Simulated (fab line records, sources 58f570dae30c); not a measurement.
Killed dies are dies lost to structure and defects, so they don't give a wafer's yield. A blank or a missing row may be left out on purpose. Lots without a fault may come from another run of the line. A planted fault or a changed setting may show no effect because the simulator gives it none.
A struck lot beside a sound one | flow berkeley_cmos170 | 16 steps out of a route of 331
Sound: wafers L633.3, L633.4, L633.5. Struck: wafers L643.3, L643.4, L643.5. The cause comes at the end.
At each step with rows: each side's tool, then ch and its chambers, then its first start. Under that, the readings that differ: sound wafers | struck wafers | difference of the means | sigmas: that difference in standard deviations of wafers without a fault.
alike: readings whose means differ by less than 2 such deviations, and words and numbers that are the same on both sides. not compared: withheld readings, readings that some wafer has no value for, bounds like >300 that may hide the same value, and numbers for which the record gives no deviation and whose values overlap.
The two part at a step that has a row with sigmas, a row that says differs or no value, or rows on one side only. Numbers that don't overlap but have no deviation are shown without sigmas and don't part them. A reading that every wafer of one side lacks parts them only if that side has two wafers or more.

first, 6 steps without rows for these wafers: UCB170_M2_COAT_09; UCB170_M2_COAT_10 (resist thk 900 nm); UCB170_M2_SOFTBAKE_11 (time 60 s); UCB170_M2_EXPOSE_12 (exposes mask METAL2, target cd 700 nm); UCB170_M2_PEB_13; UCB170_M2_DEVELOP_14 (develop time 45 s).
UCB170_M2_CD_MEAS_15: target cd 700 nm.
  sound on cd_sem-01, day 7 16:18; struck on cd_sem-02, day 10 04:23
  alike: cd_nm
UCB170_M2_OVL_MEAS_16:
  sound on overlay-01, day 7 16:23; struck on overlay-01, day 10 04:28
  alike: M2_OVL
UCB170_M2_ETCH_17: etches BARC in N2/H2.
  sound on rie_diel-01 ch 0,1,2, day 7 16:25; struck on rie_diel-04 ch 1,2,3, day 10 04:29
  alike: drypump_motor_current_A, oes_product_au, throttle_valve_pct
UCB170_M2_METAL_ETCH_18: etches Al in Cl2/BCl3, stops on SiO2, target depth 1170 nm, time 195 s.
  sound on rie_metal-02 ch 0, day 7 16:35; struck on rie_metal-04 ch 0,1, day 10 04:36
  alike: drypump_motor_current_A, oes_product_au, throttle_valve_pct
  not compared: rf_hours_counter_h
UCB170_M2_STRIP_19: strips in O2.
  sound on plasma_asher-03 ch 0,1, day 7 16:52; struck on plasma_asher-03 ch 0,1, day 10 04:46
  alike: drypump_motor_current_A, oes_product_au
  not compared: rf_hours_counter_h
UCB170_M2_CD_MEAS_90: target cd 700 nm.
  sound on cd_sem-02, day 7 16:59; struck on cd_sem-01, day 10 04:52
  alike: cd_nm
UCB170_V2_CVD_00: deposits SiO2 from TEOS/O2, target thk 2000 nm, time 250 s.
  sound on pecvd-02 ch 0,1, day 7 17:08; struck on pecvd-04 ch 0,1,2, day 10 05:16
  alike: heater_power_w, pressure_mtorr
UCB170_V2_THK_MEAS_01:
  sound on film_metro-04, day 7 17:19; struck on film_metro-04, day 10 05:26
  reading          | sound          | struck         | difference | sigmas
  V2_TEOS_THK (nm) | 2050 2011 2032 | 3952 4015 3973 | +1949      | +78
UCB170_V2_CMP_02: polishes SiO2.
  sound on cmp-02 ch 1,3, day 7 17:24; struck on cmp-01 ch 0,3, day 10 05:29
  reading             | sound          | struck         | difference | sigmas
  motor_current_A (A) | 17.2 18.3 17.5 | 13.9 15.2 16.0 | -2.6       | -2
  alike: edge_zone_pressure_frac
UCB170_M3_PROBE_99:
  the record has rows for the struck wafers here (prober-02, day 10 11:17) and none for the sound ones

WHERE THEY PART
First at UCB170_V2_THK_MEAS_01; last, within this record, at UCB170_M3_PROBE_99.

WHY: what the simulator had put in
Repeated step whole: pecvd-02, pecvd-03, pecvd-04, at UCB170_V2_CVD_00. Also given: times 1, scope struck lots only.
